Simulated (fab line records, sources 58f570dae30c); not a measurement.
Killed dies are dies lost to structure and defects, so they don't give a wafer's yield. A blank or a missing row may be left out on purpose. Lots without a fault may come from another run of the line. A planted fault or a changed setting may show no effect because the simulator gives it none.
Which tool did it? | flow berkeley_cmos170 | 15 lots, 45 wafers sampled, at 5 steps of a route of 331

WHAT THE GAUGES READ, wafer by wafer
UCB170_NWELL_TW_MEAS_16.
lot  | measured    | on            | NWELL_TW
L504 | day 2 10:55 | film_metro-04 | 1247 1243 1243
L507 | day 3 05:18 | film_metro-03 | 1238 1242 1247
L509 | day 3 15:59 | film_metro-03 | 1242 1244 1240
L512 | day 4 00:00 | film_metro-04 | 1244 1258 1247
L511 | day 4 00:17 | film_metro-01 | 1225 1226 1231
L513 | day 4 02:34 | film_metro-01 | 1239 1230 1233
L515 | day 4 10:55 | film_metro-04 | 1550 1550 1561
L514 | day 4 10:52 | film_metro-01 | 1229 1237 1231
L516 | day 4 17:28 | film_metro-03 | 1561 1553 1559
L517 | day 4 21:18 | film_metro-04 | 1245 1245 1252
L518 | day 5 04:31 | film_metro-03 | 1562 1558 1567
L523 | day 6 04:29 | film_metro-04 | 1258 1255 1246
L524 | day 6 11:51 | film_metro-03 | 1244 1245 1248
L526 | day 7 01:22 | film_metro-03 | 1247 1254 1244
L527 | day 7 05:12 | film_metro-03 | 1248 1244 1244

UCB170_ACTIVE_THK_MEAS_06.
lot  | measured    | on            | ACTIVE_NITRIDE_THK (nm)
L504 | day 4 12:11 | film_metro-04 | 220.2 221.0 219.2
L507 | day 4 23:41 | film_metro-04 | 219.6 220.5 218.5
L509 | day 5 09:08 | film_metro-03 | 218.3 222.3 221.6
L512 | day 5 16:14 | film_metro-03 | 219.6 219.0 219.3
L511 | day 5 16:17 | film_metro-03 | 213.6 215.9 215.2
L513 | day 5 16:16 | film_metro-02 | 215.6 215.9 218.2
L515 | day 6 09:50 | film_metro-03 | 221.8 221.4 221.4
L514 | day 6 09:49 | film_metro-02 | 220.5 221.6 221.7
L516 | day 6 19:30 | film_metro-02 | 218.6 217.1 216.3
L517 | day 6 19:29 | film_metro-03 | 221.7 220.2 219.1
L518 | day 7 02:35 | film_metro-04 | 222.0 223.5 222.3
L523 | day 7 21:55 | film_metro-03 | 222.8 223.7 223.6
L524 | day 8 12:53 | film_metro-03 | 220.3 221.0 221.5
L526 | day 9 03:01 | film_metro-02 | 222.8 222.1 224.5
L527 | day 9 09:31 | film_metro-03 | 222.9 223.3 221.6

UCB170_PFIELD_TW_MEAS_09.
lot  | measured    | on            | PFIELD_TW
L504 | day 4 17:04 | film_metro-01 | 591 591 593
L507 | day 5 04:50 | film_metro-03 | 603 603 598
L509 | day 5 13:51 | film_metro-03 | 598 602 599
L512 | day 5 19:32 | film_metro-01 | 591 588 588
L511 | day 5 19:55 | film_metro-03 | 604 603 602
L513 | day 5 19:40 | film_metro-01 | 591 587 591
L515 | day 6 13:24 | film_metro-03 | 601 598 597
L514 | day 6 14:46 | film_metro-01 | 593 590 591
L516 | day 6 23:01 | film_metro-01 | 593 590 588
L517 | day 6 23:14 | film_metro-03 | 601 599 598
L518 | day 7 07:16 | film_metro-01 | 596 596 598
L523 | day 8 02:20 | film_metro-03 | 597 596 595
L524 | day 8 17:19 | film_metro-04 | 604 605 604
L526 | day 9 05:41 | film_metro-04 | 605 604 602
L527 | day 9 13:06 | film_metro-01 | 598 602 596

WHICH TOOL RAN EACH LOT (tool, then ch and the chambers of the sampled wafers, then the start)
lot  | UCB170_NWELL_IMPLANT_14        | UCB170_NWELL_STRIP_15
L504 | implanter-02 ch 0, day 2 10:40 | plasma_asher-01 ch 0,1, day 2 10:49
L507 | implanter-02 ch 0, day 3 05:05 | plasma_asher-01 ch 0,1, day 3 05:12
L509 | implanter-03 ch 0, day 3 15:44 | plasma_asher-03 ch 0,1, day 3 15:53
L512 | implanter-02 ch 0, day 3 23:45 | plasma_asher-03 ch 0, day 3 23:54
L511 | implanter-03 ch 0, day 4 00:02 | plasma_asher-01 ch 0,1, day 4 00:11
L513 | implanter-03 ch 0, day 4 02:22 | plasma_asher-01 ch 0,1, day 4 02:29
L515 | implanter-03 ch 0, day 4 10:24 | plasma_asher-03 ch 0,1, day 4 10:50
L514 | implanter-01 ch 0, day 4 10:38 | plasma_asher-02 ch 0,1, day 4 10:45
L516 | implanter-03 ch 0, day 4 16:56 | plasma_asher-03 ch 0,1, day 4 17:23
L517 | implanter-02 ch 0, day 4 21:03 | plasma_asher-01 ch 0,1, day 4 21:12
L518 | implanter-01 ch 0, day 5 03:58 | plasma_asher-01 ch 0,1, day 5 04:24
L523 | implanter-01 ch 0, day 6 04:14 | plasma_asher-01 ch 0,1, day 6 04:23
L524 | implanter-02 ch 0, day 6 11:39 | plasma_asher-03 ch 0,1, day 6 11:46
L526 | implanter-02 ch 0, day 7 01:07 | plasma_asher-02 ch 0,1, day 7 01:16
L527 | implanter-01 ch 0, day 7 04:57 | plasma_asher-03 ch 0,1, day 7 05:06
- UCB170_NWELL_IMPLANT_14
- UCB170_NWELL_STRIP_15: strips in O2.

WHAT THE TOOLS THEMSELVES READ (means of the sampled wafers that have a number; where no wafer has one, the mark that the record gives instead)
UCB170_NWELL_STRIP_15.
lot  | tool            | drypump_motor_current_A (A) | oes_product_au (a.u.) | strip_time_to_endpoint_s (s)
L504 | plasma_asher-01 | 5.46                        | 0.722                 | 18.16
L507 | plasma_asher-01 | 5.48                        | 0.716                 | 18.01
L509 | plasma_asher-03 | 5.86                        | 0.721                 | 18.06
L512 | plasma_asher-03 | 5.68                        | 0.721                 | 18.02
L511 | plasma_asher-01 | 5.51                        | 0.721                 | 18.14
L513 | plasma_asher-01 | 5.48                        | 0.725                 | 18.03
L515 | plasma_asher-03 | 6.03                        | 0.722                 | 18.03
L514 | plasma_asher-02 | 5.57                        | 0.719                 | 17.94
L516 | plasma_asher-03 | 5.85                        | 0.722                 | 18.10
L517 | plasma_asher-01 | 5.44                        | 0.720                 | 18.00
L518 | plasma_asher-01 | 5.51                        | 0.719                 | 18.06
L523 | plasma_asher-01 | 5.45                        | 0.721                 | 17.95
L524 | plasma_asher-03 | 6.04                        | 0.720                 | 18.13
L526 | plasma_asher-02 | 5.57                        | 0.718                 | 18.01
L527 | plasma_asher-03 | 5.86                        | 0.722                 | 18.05

THE ANSWER, worked out from the rows above alone
Rule: what is usual is taken from the lots themselves. Put in order of their means at a reading, lots are off if they are a third of the lots or fewer, leave a main group of 4 or more, and stand apart from it by a gap of 3 or more times the standard deviation of the main group's means; of several such gaps the widest counts. A main group whose means are all the same, to the digits that the tables above print for the reading, isn't used. A lot without any number at a reading at which 4 lots or more have one is off too. The other lots that the step has rows for count as sound. The gauges are gone through in route order, then the tools' own readings, and for those a lot's mean is taken as printed above. The first step at which some lot is off is used, and at that step the reading that is off furthest; a lot without a number counts as furthest.
Off: L515, L516, L518, at UCB170_NWELL_TW_MEAS_16 (NWELL_TW). The main group: mean 1243, standard deviation 7.3.
A tool fits if, at a process step before that reading, it ran every lot that is off, and no sound lot after the first of them. The gauges at UCB170_NWELL_TW_MEAS_16 are tried like those tools. None of those tried fits.

WHAT THE SIMULATOR HAD PUT IN
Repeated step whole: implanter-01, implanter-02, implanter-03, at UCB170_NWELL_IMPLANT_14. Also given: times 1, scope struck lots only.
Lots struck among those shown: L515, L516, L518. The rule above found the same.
